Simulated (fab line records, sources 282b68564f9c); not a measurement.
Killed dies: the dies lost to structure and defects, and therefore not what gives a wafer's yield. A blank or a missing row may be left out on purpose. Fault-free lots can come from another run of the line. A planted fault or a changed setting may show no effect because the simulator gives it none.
Check of tool commonality || flow ritCmos || 42 wafers sampled across 14 lots

== REASON FOR OPENING ==
RIT_SDANNEAL_RS_MEAS_05, reading NSD_RS: flagged on 2 of 14 lots. Fault-free wafers read 84.5 ohm/sq, with a standard deviation of 0.32.
Rule: flag the lot when none of its wafers has a number, or when each of its wafers that has one lies beyond 4 standard deviations from that mean. The other lots count as sound.

{"lot": "L766", "measured": "day 3 01:23", "on": "filmMetro-04", "NSD_RS (ohm/sq), wafer by wafer": "84.1 84.1 84.0", "flag": ""}
{"lot": "L767", "measured": "day 3 05:59", "on": "filmMetro-04", "NSD_RS (ohm/sq), wafer by wafer": "84.4 84.3 84.4", "flag": ""}
{"lot": "L768", "measured": "day 3 12:49", "on": "filmMetro-04", "NSD_RS (ohm/sq), wafer by wafer": "84.2 84.4 84.5", "flag": ""}
{"lot": "L769", "measured": "day 3 17:17", "on": "filmMetro-04", "NSD_RS (ohm/sq), wafer by wafer": "84.3 84.0 84.3", "flag": ""}
{"lot": "L770", "measured": "day 3 23:56", "on": "filmMetro-04", "NSD_RS (ohm/sq), wafer by wafer": "84.5 84.5 84.7", "flag": ""}
{"lot": "L771", "measured": "day 4 04:29", "on": "filmMetro-01", "NSD_RS (ohm/sq), wafer by wafer": "84.8 84.8 84.7", "flag": ""}
{"lot": "L772", "measured": "day 4 08:50", "on": "filmMetro-04", "NSD_RS (ohm/sq), wafer by wafer": "84.1 84.0 84.2", "flag": ""}
{"lot": "L773", "measured": "day 4 12:49", "on": "filmMetro-01", "NSD_RS (ohm/sq), wafer by wafer": "85.1 85.3 85.3", "flag": ""}
{"lot": "L774", "measured": "day 5 03:33", "on": "filmMetro-04", "NSD_RS (ohm/sq), wafer by wafer": "84.5 84.3 84.4", "flag": ""}
{"lot": "L776", "measured": "day 5 09:46", "on": "filmMetro-01", "NSD_RS (ohm/sq), wafer by wafer": "84.3 84.6 84.3", "flag": ""}
{"lot": "L779", "measured": "day 6 04:33", "on": "filmMetro-01", "NSD_RS (ohm/sq), wafer by wafer": "84.5 84.5 84.6", "flag": ""}
{"lot": "L780", "measured": "day 6 05:47", "on": "filmMetro-02", "NSD_RS (ohm/sq), wafer by wafer": "89.4 89.3 89.4", "flag": "FLAGGED"}
{"lot": "L781", "measured": "day 6 09:38", "on": "filmMetro-01", "NSD_RS (ohm/sq), wafer by wafer": "84.2 84.5 84.4", "flag": ""}
{"lot": "L784", "measured": "day 6 20:50", "on": "filmMetro-02", "NSD_RS (ohm/sq), wafer by wafer": "89.4 89.2 89.1", "flag": "FLAGGED"}
On average the flagged lots' numbers are 89.3 ohm/sq, which is +4.8 ohm/sq against the usual, or +15 standard deviations.

== EACH LOT AND THE TOOL IT RAN ON ==
The record holds 1 process step before the reading, out of a route of 202 steps. Cell contents, in order: the tool; ch with the chambers the sampled wafers went through; the start.
{"lot": "L766", "flag": "", "RIT_NSD_IMPLANT_08": "implanter-01 ch 0, day 2 22:59"}
{"lot": "L767", "flag": "", "RIT_NSD_IMPLANT_08": "implanter-01 ch 0, day 3 03:28"}
{"lot": "L768", "flag": "", "RIT_NSD_IMPLANT_08": "implanter-01 ch 0, day 3 10:27"}
{"lot": "L769", "flag": "", "RIT_NSD_IMPLANT_08": "implanter-03 ch 0, day 3 14:47"}
{"lot": "L770", "flag": "", "RIT_NSD_IMPLANT_08": "implanter-02 ch 0, day 3 21:26"}
{"lot": "L771", "flag": "", "RIT_NSD_IMPLANT_08": "implanter-01 ch 0, day 4 02:01"}
{"lot": "L772", "flag": "", "RIT_NSD_IMPLANT_08": "implanter-02 ch 0, day 4 06:23"}
{"lot": "L773", "flag": "", "RIT_NSD_IMPLANT_08": "implanter-01 ch 0, day 4 10:28"}
{"lot": "L774", "flag": "", "RIT_NSD_IMPLANT_08": "implanter-03 ch 0, day 5 01:05"}
{"lot": "L776", "flag": "", "RIT_NSD_IMPLANT_08": "implanter-03 ch 0, day 5 07:25"}
{"lot": "L779", "flag": "", "RIT_NSD_IMPLANT_08": "implanter-01 ch 0, day 6 01:53"}
{"lot": "L780", "flag": "FLAGGED", "RIT_NSD_IMPLANT_08": "implanter-01 ch 0, day 6 03:17"}
{"lot": "L781", "flag": "", "RIT_NSD_IMPLANT_08": "implanter-03 ch 0, day 6 07:08"}
{"lot": "L784", "flag": "FLAGGED", "RIT_NSD_IMPLANT_08": "implanter-01 ch 0, day 6 18:22"}
What these steps do:
- RIT_NSD_IMPLANT_08
- RIT_SDANNEAL_RS_MEAS_05: measures by four-point-probe.

== FLAGGED OVER TOTAL, TOOL BY TOOL (the gauges that took the reading come last) ==
{"step": "RIT_NSD_IMPLANT_08", "tool": "implanter-01", "lots run": 8, "flagged": 2, "share of the flagged lots": "all", "sound lots run after its first flagged lot": 0}
{"step": "RIT_NSD_IMPLANT_08", "tool": "implanter-02", "lots run": 2, "flagged": 0, "share of the flagged lots": "none", "sound lots run after its first flagged lot": "-"}
{"step": "RIT_NSD_IMPLANT_08", "tool": "implanter-03", "lots run": 4, "flagged": 0, "share of the flagged lots": "none", "sound lots run after its first flagged lot": "-"}
{"step": "RIT_SDANNEAL_RS_MEAS_05", "tool": "filmMetro-01", "lots run": 5, "flagged": 0, "share of the flagged lots": "none", "sound lots run after its first flagged lot": "-"}
{"step": "RIT_SDANNEAL_RS_MEAS_05", "tool": "filmMetro-02", "lots run": 2, "flagged": 2, "share of the flagged lots": "all", "sound lots run after its first flagged lot": 0}
{"step": "RIT_SDANNEAL_RS_MEAS_05", "tool": "filmMetro-04", "lots run": 7, "flagged": 0, "share of the flagged lots": "none", "sound lots run after its first flagged lot": "-"}

== WHAT IS ALLOWED BY THE TABLE ==
2 rows of the table ran every flagged lot: implanter-01 at RIT_NSD_IMPLANT_08, filmMetro-02 at RIT_SDANNEAL_RS_MEAS_05.
- implanter-01 at RIT_NSD_IMPLANT_08 ran 8 lots, 2 of them flagged. Its last sound lot is L779 (day 6 01:53), its first flagged lot L780 (day 6 03:17): a fault that began between those two fits. Its own readings lie more than 4 standard deviations out on every wafer of the flagged lots: doseIonsCm2.
- filmMetro-02 at RIT_SDANNEAL_RS_MEAS_05 ran 2 lots, 2 of them flagged. The start can't be narrowed down: in this sample, it ran no sound lot prior to its first flagged lot.
These 2 tools cannot be told apart by counting lots, since each of them fits a fault that started at some hour. More lots, or a look at what each step does to the wafer, might.

== WHAT THE SIMULATOR HAD INSERTED ==
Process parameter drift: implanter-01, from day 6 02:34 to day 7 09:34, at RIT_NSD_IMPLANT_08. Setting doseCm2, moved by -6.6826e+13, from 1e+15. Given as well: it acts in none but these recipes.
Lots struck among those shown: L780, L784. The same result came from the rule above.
